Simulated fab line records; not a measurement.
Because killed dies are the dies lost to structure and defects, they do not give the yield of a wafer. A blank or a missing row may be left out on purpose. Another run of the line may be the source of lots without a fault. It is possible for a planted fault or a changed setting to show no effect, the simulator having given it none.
A lot that was struck, set against a sound lot || flow berkeley_cmos170 || 14 steps out of a route of 331
Sound: the wafers L869.1, L869.3, L869.6. Wafers L880.1, L880.2, L880.4 were the ones struck. Last of all comes the cause.
At each step with rows: each side's tool, then ch and its chambers, then its first start. Under that, the readings that differ: sound wafers || struck wafers || difference of the means || sigmas: that difference in standard deviations of wafers without a fault.
alike: words and numbers the same on both sides, and readings whose means are apart by under 2 such deviations; not compared: readings that were withheld, readings missing a value for some wafer, numbers with overlapping values and no deviation given by the record, and bounds like >300 which may hide the same value.
A row with sigmas, a row that says differs or no value, or rows on one side alone: a step with any of these is where the two part. Non-overlapping numbers with no deviation appear without sigmas and do not part them. A reading that every wafer of one side lacks parts them only if that side has two wafers or more.

first, 3 steps without rows for these wafers: UCB170_ACTIVE_CLEAN_00 (cleans in SPM, time 600 s); UCB170_ACTIVE_CLEAN_01 (cleans in dHF, time 60 s); UCB170_ACTIVE_OXIDATION_02 (target thk 26.4 nm, ox time 1260 s).
UCB170_ACTIVE_THK_MEAS_03:
  sound on film_metro-04, day 4 04:49; struck on film_metro-01, day 6 09:28
{"reading": "ACTIVE_OXIDE_THK (nm)", "sound": "26.7 27.1 26.5", "struck": "25.9 25.6 26.2", "difference": -0.9, "sigmas": -2}
then, 2 steps without rows for these wafers: UCB170_ACTIVE_ANNEAL_04 (time 900 s); UCB170_ACTIVE_CVD_05 (deposits Si3N4 from SiH2Cl2/NH3, target thk 220 nm, time 3300 s).
UCB170_ACTIVE_THK_MEAS_06:
  sound on film_metro-02, day 4 11:32; struck on film_metro-04, day 6 14:44
  alike: ACTIVE_NITRIDE_THK
then, 5 steps without rows for these wafers: UCB170_ACTIVE_HMDS_07 (prime time 60 s); UCB170_ACTIVE_COAT_08 (resist thk 900 nm); UCB170_ACTIVE_SOFTBAKE_09 (time 60 s); UCB170_ACTIVE_EXPOSE_10 (exposes mask ACTIVE, target cd 1200 nm); UCB170_ACTIVE_PEB_11.
UCB170_ACTIVE_DEVELOP_12: develop time 45 s.
  struck on litho_track-01, day 6 15:00; sound on litho_track-01 ch 0, day 4 12:00
  no value came back on the struck wafers for chill_plate_temp_C (C), develop_time_s (s); on the sound wafers chill_plate_temp_C (C) reads 23.31 23.06 23.05
{"reading": "model.KrF_of_ACTIVE_COAT_08.thk_nm (nm)", "sound": "887.8 884.9 888.2", "struck": "895.1 898.2 898", "difference": "+10.1", "sigmas": ""}
UCB170_ACTIVE_CD_MEAS_13 targets a cd of 1200 nm.
  sound on cd_sem-02, day 4 12:39; struck on cd_sem-02, day 6 15:38
{"reading": "cd_nm (nm)", "sound": "1199.8 1200.5 1201.2", "struck": "- - -", "difference": "no value on the struck wafers", "sigmas": ""}

## WHERE THEY PART
Last at UCB170_ACTIVE_CD_MEAS_13 as far as this record goes, first at UCB170_ACTIVE_THK_MEAS_03.

WHY: the cause the simulator had injected
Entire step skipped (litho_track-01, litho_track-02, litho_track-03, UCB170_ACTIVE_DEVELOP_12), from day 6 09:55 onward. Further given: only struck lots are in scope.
